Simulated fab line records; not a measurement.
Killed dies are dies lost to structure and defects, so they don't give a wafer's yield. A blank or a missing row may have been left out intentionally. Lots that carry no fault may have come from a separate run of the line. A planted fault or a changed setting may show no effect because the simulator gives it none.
The tool behind it: which one? -- flow ritCmos -- Sampling: 14 lots, 42 wafers, 6 of 202 route steps

## WHAT THE GAUGES READ, wafer by wafer
RIT_PRETRO_TW_MEAS_10. Usual: PRETRO_TW gives 473.1 (standard deviation 2.7).
lot,measured,on,PRETRO_TW,flag
L817,day 2 18:03,filmMetro-03,471.3 473.4 473.8,
L818,day 2 23:47,filmMetro-04,469.0 469.6 468.6,
L822,day 3 19:31,filmMetro-03,473.3 472.4 470.2,
L823,day 4 00:16,filmMetro-03,472.5 471.6 473.2,
L824,day 4 06:24,filmMetro-03,474.2 475.6 472.6,
L825,day 4 09:28,filmMetro-03,472.8 474.2 472.9,
L826,day 4 14:53,filmMetro-03,473.4 471.0 474.1,
L828,day 5 00:58,filmMetro-03,472.6 472.0 471.2,
L829,day 5 06:04,filmMetro-04,468.8 469.6 471.4,
L831,day 5 16:58,filmMetro-04,470.6 472.3 470.5,
L834,day 6 07:16,filmMetro-03,471.1 471.7 470.6,
L836,day 6 17:36,filmMetro-02,479.2 479.5 477.0,
L837,day 7 00:27,filmMetro-04,469.6 471.6 474.3,
L838,day 7 06:47,filmMetro-03,475.7 472.0 472.6,

RIT_PLDD_OVL_MEAS_06. Usual: PLDD_OVL gives 0.0 nm (standard deviation 1.4).
lot,measured,on,PLDD_OVL (nm),flag
L817,day 3 05:25,overlay-01,-0.2 1.5 1.3,
L818,day 3 11:10,overlay-01,-0.3 1.0 0.5,
L822,day 4 07:03,overlay-01,2.3 2.1 3.0,
L823,day 4 11:37,overlay-02,-2.9 -0.9 -1.6,
L824,day 4 16:51,overlay-02,0.0 -0.1 0.4,
L825,day 4 20:26,overlay-01,-0.5 0.5 0.9,
L826,day 5 02:25,overlay-01,-3.2 -1.5 -1.1,
L828,day 5 12:50,overlay-02,- - -,OFF
L829,day 5 16:43,overlay-01,- - -,OFF
L831,day 6 05:25,overlay-01,0.4 -0.4 0.5,
L834,day 6 22:04,overlay-01,0.8 2.7 -1.7,
L836,day 7 07:22,overlay-02,0.4 1.0 -0.5,
L837,day 7 13:04,overlay-01,0.9 -1.1 -0.7,
L838,day 8 02:20,overlay-01,0.5 2.3 1.4,

RIT_NSD_TW_MEAS_10. Usual: NSD_TW gives 3104 (standard deviation 17).
lot,measured,on,NSD_TW,flag
L817,day 3 10:49,filmMetro-01,3093 3076 3096,
L818,day 3 15:59,filmMetro-03,3087 3088 3096,
L822,day 4 11:38,filmMetro-01,3124 3102 3109,
L823,day 4 16:10,filmMetro-01,3120 3107 3110,
L824,day 4 22:23,filmMetro-02,3124 3115 3103,
L825,day 5 01:44,filmMetro-02,3117 3121 3128,
L826,day 5 08:19,filmMetro-01,3097 3087 3094,
L828,day 5 19:08,filmMetro-01,3268 3261 3247,OFF
L829,day 5 22:28,filmMetro-01,3259 3285 3274,OFF
L831,day 6 12:37,filmMetro-01,3108 3084 3101,
L834,day 7 04:51,filmMetro-03,3109 3102 3110,
L836,day 7 17:28,filmMetro-01,3103 3105 3125,
L837,day 8 01:01,filmMetro-02,3123 3163 3136,
L838,day 8 06:55,filmMetro-03,3087 3089 3080,

RIT_CONTACT_CD_MEAS_90 targets a cd of 1000 nm. Usual: cdNm at 999.3 nm, with a standard deviation of 2.
lot,measured,on,cdNm (nm),flag
L817,day 3 15:48,cdSem-01,1002.2 1002.8 1003.0,
L818,day 3 21:02,cdSem-01,998.5 1002.5 1002.3,
L822,day 4 16:46,cdSem-02,998.2 999.7 999.2,
L823,day 4 20:59,cdSem-02,998.4 999.7 995.9,
L824,day 5 03:11,cdSem-01,999.2 1001.5 1002.9,
L825,day 5 06:43,cdSem-02,998.8 998.5 998.2,
L826,day 5 13:03,cdSem-01,997.0 998.8 997.7,
L828,day 6 00:06,cdSem-01,1000.8 997.7 999.0,
L829,day 6 03:15,cdSem-01,1003.0 1002.0 1002.4,
L831,day 6 17:32,cdSem-01,999.7 998.6 997.4,
L834,day 7 10:11,cdSem-02,996.2 994.8 996.8,
L836,day 7 22:25,cdSem-01,1000.6 1000.2 1000.2,
L837,day 8 06:29,cdSem-02,998.8 998.0 997.2,
L838,day 8 11:37,cdSem-01,998.8 999.8 999.9,

## WHAT TOOL EACH LOT RAN ON (gives the tool, then ch and the chambers of the sampled wafers, and finally the start)
lot,RIT_PLDD_COAT_01,RIT_SILICIDE_RTA_06
L817,"lithoTrack-02 ch 0, day 3 04:43","rtpAnneal-02 ch 0, day 3 13:52"
L818,"lithoTrack-04 ch 0, day 3 10:29","rtpAnneal-01 ch 0, day 3 19:04"
L822,"lithoTrack-02 ch 0, day 4 06:21","rtpAnneal-01 ch 0, day 4 14:32"
L823,"lithoTrack-03 ch 0, day 4 10:55","rtpAnneal-02 ch 0, day 4 19:08"
L824,"lithoTrack-03 ch 0, day 4 16:10","rtpAnneal-01 ch 0, day 5 01:14"
L825,"lithoTrack-03 ch 0, day 4 19:35","rtpAnneal-02 ch 0, day 5 04:39"
L826,"lithoTrack-03 ch 0, day 5 01:47","rtpAnneal-01 ch 0, day 5 11:12"
L828,"lithoTrack-03, day 5 12:02","rtpAnneal-01 ch 0, day 5 22:08"
L829,"lithoTrack-02, day 5 15:54","rtpAnneal-02 ch 0, day 6 01:23"
L831,"lithoTrack-04 ch 0, day 6 04:46","rtpAnneal-02 ch 0, day 6 15:34"
L834,"lithoTrack-02 ch 0, day 6 21:22","rtpAnneal-01 ch 0, day 7 08:14"
L836,"lithoTrack-04 ch 0, day 7 06:41","rtpAnneal-01 ch 0, day 7 20:33"
L837,"lithoTrack-02 ch 0, day 7 12:23","rtpAnneal-02 ch 0, day 8 04:13"
L838,"lithoTrack-02 ch 0, day 8 01:32","rtpAnneal-01 ch 0, day 8 09:46"
- RIT_PLDD_COAT_01: resist thk 1000 nm.
- RIT_SILICIDE_RTA_06: time 10 s, ramp up 5 s, ramp down 10 s.

## AS READ BY THE TOOLS THEMSELVES (means over the sampled wafers that have a number; for cases with no such wafer, the mark the record gives instead)
RIT_PLDD_COAT_01. Usual: chillPlateTempC 22.98 C, standard deviation 0.11; dispensePressureKPa 50 kPa, standard deviation 3.3.
lot,tool,chillPlateTempC (C),dispensePressureKPa (kPa),flag
L817,lithoTrack-02,22.88,52,
L818,lithoTrack-04,23.00,46,
L822,lithoTrack-02,23.05,52,
L823,lithoTrack-03,23.08,53,
L824,lithoTrack-03,23.02,53,
L825,lithoTrack-03,23.02,53,
L826,lithoTrack-03,22.87,53,
L828,lithoTrack-03,-,-,OFF
L829,lithoTrack-02,-,-,OFF
L831,lithoTrack-04,22.99,46,
L834,lithoTrack-02,22.96,52,
L836,lithoTrack-04,22.97,46,
L837,lithoTrack-02,23.06,52,
L838,lithoTrack-02,23.01,52,

RIT_SILICIDE_RTA_06. Usual: annealTempCMax 752.6, standard deviation 0.7; chamberO2Ppm 1.999, standard deviation 0.023; wafer_temp_C_max 752.8, standard deviation 0.63.
lot,tool,annealTempCMax,chamberO2Ppm,wafer_temp_C_max,flag
L817,rtpAnneal-02,752.5,2.024,753.2,
L818,rtpAnneal-01,752.3,1.974,753.0,
L822,rtpAnneal-01,752.0,1.993,752.3,
L823,rtpAnneal-02,753.2,2.020,753.9,
L824,rtpAnneal-01,752.1,1.986,752.5,
L825,rtpAnneal-02,753.1,2.004,753.6,
L826,rtpAnneal-01,752.2,1.992,752.4,
L828,rtpAnneal-01,752.5,1.989,752.5,
L829,rtpAnneal-02,753.5,2.016,752.6,
L831,rtpAnneal-02,753.2,2.023,753.1,
L834,rtpAnneal-01,753.2,1.999,752.7,
L836,rtpAnneal-01,751.6,2.003,752.4,
L837,rtpAnneal-02,752.8,2.001,753.1,
L838,rtpAnneal-01,752.2,1.965,753.0,

## THE ANSWER, worked out from the rows above alone
Rule: a lot is off if the mean of its wafers that have a number lies more than 3 standard deviations from the usual mean. Also off: a lot with no number at a reading for which 4 or more lots have one. Where the step has rows for the other lots, those lots are counted as sound. First the gauges in route order, then the tools' own readings, where a lot's mean is used as printed above. The first step at which some lot is off is used, and at that step the reading that is off furthest; a lot without a number counts as furthest.
Off: at RIT_PLDD_OVL_MEAS_06 (PLDD_OVL), L828, L829. Without a number there: L828, L829.
If a tool, at a process step before that reading, ran all the lots that are off and no sound lot after the first of them, it fits. The gauges at RIT_PLDD_OVL_MEAS_06 aren't tried: what is off there is off at RIT_NSD_TW_MEAS_10 too, on other tools, and a gauge's error can't cause that. Of those tried, none fits.

## WHAT THE SIMULATOR HAD INSERTED
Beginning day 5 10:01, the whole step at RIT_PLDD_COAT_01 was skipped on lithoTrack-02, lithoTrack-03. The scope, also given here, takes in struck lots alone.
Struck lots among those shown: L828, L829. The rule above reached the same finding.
